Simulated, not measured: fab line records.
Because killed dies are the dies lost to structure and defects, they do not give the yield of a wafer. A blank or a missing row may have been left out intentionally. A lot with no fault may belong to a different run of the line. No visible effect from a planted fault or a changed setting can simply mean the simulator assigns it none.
2 desks, one fault -- flow rit-cmos -- only its own numbers are on each desk; what lay behind them is given at the end

AT THE METROLOGY DESK
Lot by lot, what the gauges showed, no matter which tool ran the lot: averages of those sampled wafers that carry a number. If a lot's mean is further than 4 standard deviations from the usual mean, the lot is out of limits and carries the mark OUT (the distance appears in the brackets).
Columns: A = CONTACT_TEOS_THK at RIT_CONTACT_THK_MEAS_01, usual 406 nm
lot,first seen here,A
L323,day 3 02:30,404
L324,day 3 08:18,408
L325,day 3 12:06,413
L326,day 3 17:29,403
L327,day 3 21:44,405
L328,day 4 04:00,410
L330,day 4 13:06,404
L331,day 4 18:02,404
L332,day 5 00:16,408
L334,day 5 09:16,407
L337,day 6 00:26,418
L344,day 7 12:04,405
L345,day 7 18:28,402
Finding of this desk: none of the 13 lots has anything out of limits.

FOR THE TOOL OWNER'S DESK: pecvd-03
The tool's own readings at RIT_CONTACT_CVD_00 (deposits SiO2 from TEOS, target thk 400 nm, time 61.82 s): means of the sampled wafers that have a number, for each lot that ran on this tool. If a lot's mean is further than 4 standard deviations from the usual mean, the lot is out of limits and carries the mark OUT (the distance appears in the brackets).
Columns: A = heater-power-w at RIT_CONTACT_CVD_00, usual 323 W
lot,first seen here,A
L325,day 3 12:03,331
L328,day 4 03:57,329
L331,day 4 17:58,299
L334,day 5 09:13,327
L337,day 6 00:23,294
Finding of this desk: none of the 5 lots has anything out of limits.

BROUGHT TOGETHER
From the metrology desk's view, nothing was out of limits.
Nothing out of limits was seen by the tool owner's desk.

WHAT THE SIMULATOR HAD INSERTED
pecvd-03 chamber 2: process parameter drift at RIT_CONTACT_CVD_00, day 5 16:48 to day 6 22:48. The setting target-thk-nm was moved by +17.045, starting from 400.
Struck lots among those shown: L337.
